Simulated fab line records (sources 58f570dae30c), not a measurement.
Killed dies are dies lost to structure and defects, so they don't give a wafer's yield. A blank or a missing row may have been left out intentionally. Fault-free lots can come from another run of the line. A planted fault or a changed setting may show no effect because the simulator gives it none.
Code-filled problem report in 8D (eight disciplines) form / flow berkeley_cmos170 / the parts of the form that need people (team, actions taken, sign-off) are left out

== 1. WHAT IS WRONG ==
Wafers without a fault read 1.006 a.u., standard deviation 0.021; oes_product_au at UCB170_CONTACT_ETCH_17 reads a mean of 1.282 a.u. on 6 wafers belonging to 2 lots. Relative to the usual mean, that is a shift of +13 standard deviations.
The step: etches BARC in N2/H2.
First seen on wafer L746.2, day 10 12:53, on rie_diel-03. The record has a number at this step for 18 wafers belonging to 6 lots. Rule for "out" (also "out of limits"): further than 4 standard deviations from the usual mean. Any other wafer with a number is counted as sound.

== 2. WHAT IT IS, AND WHAT IT ISN'T ==
question=which readings at this step | is=oes_product_au | is not=drypump_motor_current_A, throttle_valve_pct
question=which lots | is=L743, L746 | is not=L737, L750, L752, L757
question=which wafers of those lots | is=all that have a number | is not=-
question=read on which tools | is=rie_diel-03 | is not=rie_diel-01, rie_diel-02
question=when | is=from day 10 12:53 | is not=up to then (3 sound wafers); but 9 sound wafers of L750, L752, L757 came after

== 3. SUSPECTS, AND WHAT RULES EACH OUT ==
Counting: a tool at any process step up to the reading remains a suspect when it ran all the lots that are out and ran no sound lot after the first of those.
- rie_diel-03 at UCB170_CONTACT_ETCH_17 (etches BARC in N2/H2): ruled out as a lasting fault. After its first lot that is out, L746 (day 10 12:53), sound lots L757 ran on it.
Left after counting: nothing in the record.

== 4. THE CAUSE (what the simulator had put in) ==
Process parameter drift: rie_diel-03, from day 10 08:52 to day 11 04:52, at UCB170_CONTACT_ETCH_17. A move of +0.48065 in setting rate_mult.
Counting ruled it out, wrongly.

== 5. SEQUENCE OF EFFECTS, ordered by route ==
One row per reading whose mean, taken over the struck wafers that have a number, lies over 3 standard deviations from the usual. Only readings whose record carries a usual standard deviation are examined. hours: median over the lots of the time between each lot's start at the first step of this table that gives one and its start at this step. sigmas: the change, counted in usual standard deviations.
hours=0; step=UCB170_CONTACT_ETCH_17; reading=oes_product_au; usual=1.006 a.u.; on struck wafers=1.282; change=+0.276; sigmas=+13
Here are the process steps it includes:
- UCB170_CONTACT_ETCH_17: etches BARC in N2/H2.

== 6. WHAT WOULD HAVE CAUGHT IT SOONER ==
In this record the first reading out of limits was taken at day 10 12:53, 4 hours after the fault began at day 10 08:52.
